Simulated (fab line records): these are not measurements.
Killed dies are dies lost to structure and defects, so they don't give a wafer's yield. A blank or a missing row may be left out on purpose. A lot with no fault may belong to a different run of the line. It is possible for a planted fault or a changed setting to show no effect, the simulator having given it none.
Which tool did it? | flow rit-cmos | 21 wafers from 7 lots sampled at 3 of the route's 202 steps

WHAT THE GAUGES READ, wafer by wafer
RIT_PLDD_TW_MEAS_10.
lot  | measured    | on            | PLDD_TW
L564 | day 3 05:17 | film-metro-04 | 2357 2359 2353
L566 | day 3 17:53 | film-metro-04 | 2363 2357 2350
L568 | day 4 08:11 | film-metro-02 | 2350 2350 2339
L571 | day 4 23:31 | film-metro-04 | 2760 2756 2752
L573 | day 5 05:32 | film-metro-04 | 2735 2739 2745
L580 | day 6 14:18 | film-metro-02 | 2737 2764 2755
L585 | day 7 18:17 | film-metro-03 | 2345 2342 2367

WHAT TOOL EACH LOT RAN ON (gives the tool, then ch and the chambers of the sampled wafers, and finally the start)
lot  | RIT_PWELL_STRIP_09                  | RIT_PLDD_IMPLANT_08
L564 | plasma-asher-03 ch 0,1, day 2 06:35 | implanter-04 ch 0, day 3 04:59
L566 | plasma-asher-01 ch 0,1, day 2 15:05 | implanter-02 ch 0, day 3 17:35
L568 | plasma-asher-01 ch 0, day 3 03:11   | implanter-02 ch 0, day 4 07:53
L571 | plasma-asher-04 ch 0,1, day 3 23:25 | implanter-02 ch 0, day 4 22:52
L573 | plasma-asher-01 ch 0,1, day 4 06:57 | implanter-02 ch 0, day 5 04:54
L580 | plasma-asher-01 ch 0,1, day 5 16:07 | implanter-02 ch 0, day 6 13:41
L585 | plasma-asher-01 ch 0,1, day 6 14:44 | implanter-04 ch 0, day 7 17:58
- RIT_PWELL_STRIP_09: strips in O2, time 180 s.
- RIT_PLDD_IMPLANT_08

THE ANSWER, worked out from the rows above alone
Rule: what is usual is taken from the lots themselves. The widest of any qualifying gaps counts: lots, ordered by their means at a reading, are off when they make up no more than a third of the lots, leave a main group of 4 or more, and stand apart from it by 3 or more times the standard deviation of that group's means. The tables above print the reading to a certain number of digits; a main group whose means all agree to those digits is not used. A lot without any number at a reading at which 4 lots or more have one is off too. The other lots that the step has rows for count as sound.
No lot is off on any of the readings shown, so nothing can be concluded from this.

WHAT THE SIMULATOR HAD INSERTED
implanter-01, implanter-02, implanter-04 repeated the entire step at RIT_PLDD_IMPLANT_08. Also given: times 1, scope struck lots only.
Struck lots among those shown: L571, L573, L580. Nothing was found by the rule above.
